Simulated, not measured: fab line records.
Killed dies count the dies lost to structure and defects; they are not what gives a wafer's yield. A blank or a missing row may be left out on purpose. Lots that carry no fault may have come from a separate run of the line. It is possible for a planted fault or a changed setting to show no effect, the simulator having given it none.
Which tool did it? + flow berkeleyCmos170 + 14 lots, 42 wafers sampled, at 4 steps of a route of 331

WHAT THE GAUGES SHOWED, per wafer
UCB170_NSD_OVL_MEAS_07. Usual: NSD_OVL typically reads 7 nm, with standard deviation 4.4.
| lot  | measured     | on         | NSD_OVL (nm) | flag |
|------|--------------|------------|--------------|------|
| L684 | day 6 17:46  | overlay-01 | 7 6 2        |      |
| L685 | day 7 00:12  | overlay-02 | 8 4 9        |      |
| L688 | day 7 13:42  | overlay-01 | 3 9 10       |      |
| L687 | day 7 20:20  | overlay-02 | 0 -3 3       |      |
| L690 | day 7 20:32  | overlay-01 | 7 5 7        |      |
| L693 | day 8 13:29  | overlay-01 | 6 5 9        |      |
| L691 | day 8 15:19  | overlay-01 | 10 2 7       |      |
| L694 | day 8 19:35  | overlay-01 | 11 2 7       |      |
| L695 | day 9 05:58  | overlay-01 | 7 9 7        |      |
| L696 | day 9 06:01  | overlay-02 | 6 8 10       |      |
| L699 | day 9 20:05  | overlay-01 | 11 -2 2      |      |
| L701 | day 10 07:33 | overlay-01 | 5 6 0        |      |
| L705 | day 10 23:19 | overlay-02 | 8 4 4        |      |
| L707 | day 11 19:01 | overlay-01 | 7 8 7        |      |

UCB170_M1_CD_MEAS_90: the cd target is 700 nm. Usual: cdNm reads 700.7 nm (standard deviation 2.7).
| lot  | measured     | on       | cdNm (nm)         | flag |
|------|--------------|----------|-------------------|------|
| L684 | day 7 04:28  | cdSem-01 | 700.8 702.9 697.1 |      |
| L685 | day 7 11:08  | cdSem-02 | 695.8 694.5 701.3 |      |
| L688 | day 7 22:45  | cdSem-02 | 700.4 700.6 704.2 |      |
| L687 | day 8 09:43  | cdSem-01 | 698.4 697.6 699.2 |      |
| L690 | day 8 09:13  | cdSem-02 | 698.5 698.4 702.1 |      |
| L693 | day 9 00:56  | cdSem-02 | 700.6 697.8 700.0 |      |
| L691 | day 9 02:36  | cdSem-01 | 701.9 700.8 700.2 |      |
| L694 | day 9 04:37  | cdSem-01 | 699.6 700.3 699.8 |      |
| L695 | day 9 16:56  | cdSem-02 | 702.2 701.7 703.5 |      |
| L696 | day 9 17:20  | cdSem-02 | 699.2 701.9 700.9 |      |
| L699 | day 10 05:31 | cdSem-01 | 701.0 701.2 701.8 |      |
| L701 | day 10 18:00 | cdSem-02 | 697.8 700.0 702.1 |      |
| L705 | day 11 09:40 | cdSem-02 | 700.1 704.2 701.7 |      |
| L707 | day 12 07:34 | cdSem-01 | 700.9 704.1 700.8 |      |

TOOL THAT RAN EACH LOT (tool first, then ch and the chambers of the sampled wafers, then the start)
| lot  | UCB170_CONTACT_RTA_08           | UCB170_M1_ETCH_11                 |
|------|---------------------------------|-----------------------------------|
| L684 | rtpAnneal-01 ch 0, day 7 00:37  | rieDiel-04 ch 0,2,3, day 7 04:08  |
| L685 | rtpAnneal-01 ch 0, day 7 05:57  | rieDiel-04 ch 0,2,3, day 7 10:50  |
| L688 | rtpAnneal-02 ch 0, day 7 18:57  | rieDiel-04 ch 2,3, day 7 22:26    |
| L687 | rtpAnneal-02 ch 0, day 8 05:52  | rieDiel-03 ch 0,1,2, day 8 09:23  |
| L690 | rtpAnneal-01 ch 0, day 8 05:50  | rieDiel-03 ch 0,2,3, day 8 08:56  |
| L693 | rtpAnneal-01 ch 0, day 8 21:26  | rieDiel-03 ch 0,1,2, day 9 00:38  |
| L691 | rtpAnneal-02 ch 0, day 8 22:55  | rieDiel-04 ch 2,3, day 9 02:18    |
| L694 | rtpAnneal-01 ch 0, day 9 00:52  | rieDiel-03 ch 0,1,2, day 9 04:11  |
| L695 | rtpAnneal-01 ch 0, day 9 13:10  | rieDiel-03 ch 1,2,3, day 9 16:40  |
| L696 | rtpAnneal-02 ch 0, day 9 13:44  | rieDiel-04 ch 0,3, day 9 16:56    |
| L699 | rtpAnneal-01 ch 0, day 10 01:35 | rieDiel-03 ch 0,1, day 10 05:12   |
| L701 | rtpAnneal-02 ch 0, day 10 13:01 | rieDiel-01 ch 0,2,3, day 10 17:41 |
| L705 | rtpAnneal-01 ch 0, day 11 05:37 | rieDiel-04 ch 0,1,2, day 11 09:15 |
| L707 | rtpAnneal-01 ch 0, day 12 01:35 | rieDiel-04 ch 0,2,3, day 12 07:16 |
- UCB170_CONTACT_RTA_08: time 10 s.
- UCB170_M1_ETCH_11: etches BARC in N2/H2.

AS READ BY THE TOOLS THEMSELVES (means over the sampled wafers that have a number; for cases with no such wafer, the mark the record gives instead)
UCB170_CONTACT_RTA_08. Usual: annealTempCMax 905.0, standard deviation 0.93; lampPowerPct 27 %, standard deviation 5; wafer_temp_C_max 905.0, standard deviation 1.4.
| lot  | tool         | annealTempCMax | lampPowerPct (%) | wafer_temp_C_max | flag |
|------|--------------|----------------|------------------|------------------|------|
| L684 | rtpAnneal-01 | 904.0          | 31               | 904.4            |      |
| L685 | rtpAnneal-01 | 905.0          | 31               | 904.3            |      |
| L688 | rtpAnneal-02 | 906.3          | 21               | 905.7            |      |
| L687 | rtpAnneal-02 | 905.6          | 21               | 906.1            |      |
| L690 | rtpAnneal-01 | 904.7          | 31               | 903.8            |      |
| L693 | rtpAnneal-01 | 905.4          | 31               | 904.3            |      |
| L691 | rtpAnneal-02 | 905.6          | 21               | 905.9            |      |
| L694 | rtpAnneal-01 | 904.7          | 31               | 903.9            |      |
| L695 | rtpAnneal-01 | 904.3          | 31               | 904.3            |      |
| L696 | rtpAnneal-02 | 905.0          | 21               | 905.3            |      |
| L699 | rtpAnneal-01 | 904.0          | 31               | 903.9            |      |
| L701 | rtpAnneal-02 | 905.4          | 21               | 906.5            |      |
| L705 | rtpAnneal-01 | 904.0          | 31               | 903.9            |      |
| L707 | rtpAnneal-01 | 905.1          | 31               | 904.5            |      |

UCB170_M1_ETCH_11. Usual: drypumpMotorCurrentA 5.5 A, standard deviation 0.53; oesProductAu 0.998 a.u., standard deviation 0.014; rfFwdPowerW 495.4 W, standard deviation 2.3; throttleValvePct 13.29 %, standard deviation 0.15.
| lot  | tool       | drypumpMotorCurrentA (A) | oesProductAu (a.u.) | rfFwdPowerW (W) | throttleValvePct (%) | flag |
|------|------------|--------------------------|---------------------|-----------------|----------------------|------|
| L684 | rieDiel-04 | 5.5                      | 0.988               | 496.4           | 13.18                |      |
| L685 | rieDiel-04 | 5.5                      | 0.997               | 497.4           | 13.19                |      |
| L688 | rieDiel-04 | 5.0                      | 0.984               | 498.1           | 13.11                |      |
| L687 | rieDiel-03 | 5.6                      | 0.994               | 496.3           | 13.39                |      |
| L690 | rieDiel-03 | 5.6                      | 0.986               | 494.7           | 13.27                |      |
| L693 | rieDiel-03 | 5.6                      | 1.002               | 493.9           | 13.39                |      |
| L691 | rieDiel-04 | 5.2                      | 0.993               | 495.9           | 13.19                |      |
| L694 | rieDiel-03 | 5.6                      | 0.994               | 497.3           | 13.39                |      |
| L695 | rieDiel-03 | 5.2                      | 0.975               | 466.1           | 13.33                | OFF  |
| L696 | rieDiel-04 | 6.1                      | 1.000               | 496.2           | 13.29                |      |
| L699 | rieDiel-03 | 5.3                      | 0.946               | 443.5           | 13.42                | OFF  |
| L701 | rieDiel-01 | 5.9                      | 0.999               | 495.6           | 13.09                |      |
| L705 | rieDiel-04 | 5.5                      | 0.993               | 496.5           | 13.25                |      |
| L707 | rieDiel-04 | 5.5                      | 0.995               | 497.1           | 13.18                |      |

THE ANSWER, worked out from the rows above alone
Rule: take the mean of a lot's wafers that have a number; if it is more than 3 standard deviations from the usual mean, the lot is off. A lot without any number at a reading at which 4 lots or more have one is off too. All remaining lots with rows at the step are treated as sound. First the gauges in route order, then the tools' own readings, where a lot's mean is used as printed above. At the first step where some lot is off, the reading lying furthest off is the one used; lots without a number count as furthest.
Off: L695, L699, at UCB170_M1_ETCH_11 (rfFwdPowerW).
If a tool, at that step or one of the process steps before it, ran each lot that is off and ran no sound lot following the first of them, it fits. One fits: UCB170_M1_ETCH_11 on rieDiel-03. A fault onset in the window from L694 (day 9 04:11, its last sound lot) to L695 (day 9 16:40, its first lot off) fits.
The tool's own readings at UCB170_M1_ETCH_11 bear it out: on the lots that are off they differ by more than 5 times the standard deviation of the sound lots' means. oesProductAu reads 0.960 a.u. there against 0.994 a.u. on the sound lots; rfFwdPowerW reads 454.8 W there against 496.3 W on the sound lots.

WHAT THE SIMULATOR HAD INSERTED
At UCB170_M1_ETCH_11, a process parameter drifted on rieDiel-03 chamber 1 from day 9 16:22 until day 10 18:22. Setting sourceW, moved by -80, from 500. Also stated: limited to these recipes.
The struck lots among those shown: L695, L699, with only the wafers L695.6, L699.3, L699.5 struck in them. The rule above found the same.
